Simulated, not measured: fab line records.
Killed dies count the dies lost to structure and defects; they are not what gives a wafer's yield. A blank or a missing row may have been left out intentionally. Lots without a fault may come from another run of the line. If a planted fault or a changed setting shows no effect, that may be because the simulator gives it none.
Matching of chambers | flow berkeley-cmos170 | UCB170_V2_CMP_02 on cmp-02: 4 sister chambers
The step polishes SiO2. 4 wafers are shown with their chamber, then 8 later ones without.

== WAFERS WITH THEIR CHAMBER ==
wafer  | chamber | motor-current-A (A)
L714.1 | 2       | 16.6
L721.2 | 1       | 15.6
L721.4 | 0       | 15.8
L722.2 | 3       | 18.0

== WAFERS WITHOUT THEIR CHAMBER ==
wafer  | motor-current-A (A)
L722.3 | 14.9
L722.5 | 16.3
L725.1 | 17.0
L725.4 | 15.7
L725.6 | 16.2
L724.1 | 15.2
L724.4 | 15.5
L724.5 | 14.8

== EACH ONE'S CHAMBER ==
wafer  | from the rows above          | in truth
L722.3 | can't be placed: 1 or 0      | 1
L722.5 | can't be placed: 2 or 0 or 1 | 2
L725.1 | can't be placed: 2 or 3 or 0 | 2
L725.4 | can't be placed: 1 or 0 or 2 | 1
L725.6 | can't be placed: 0 or 2 or 1 | 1
L724.1 | can't be placed: 1 or 0      | 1
L724.4 | can't be placed: 1 or 0      | 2
L724.5 | can't be placed: 1 or 0      | 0
Correctly placed: 0 of 8. These rows do not allow placing 8 (true chamber among the candidates in 7). Wrongly placed: 0.
How it was worked out, from the rows above alone: a wafer's distance from a chamber is the root of the sum, over the readings, of the square of ((its reading less the chamber's mean) divided by the reading's scatter). The wafer belongs to the nearest chamber; if the next one is less than 2 further off, it can't be placed. For every chamber, the mean is computed from those of its wafers that are shown. The scatter: with one shown wafer a chamber, the root of the mean of the squares of how far each hidden wafer lies from its nearest shown one.
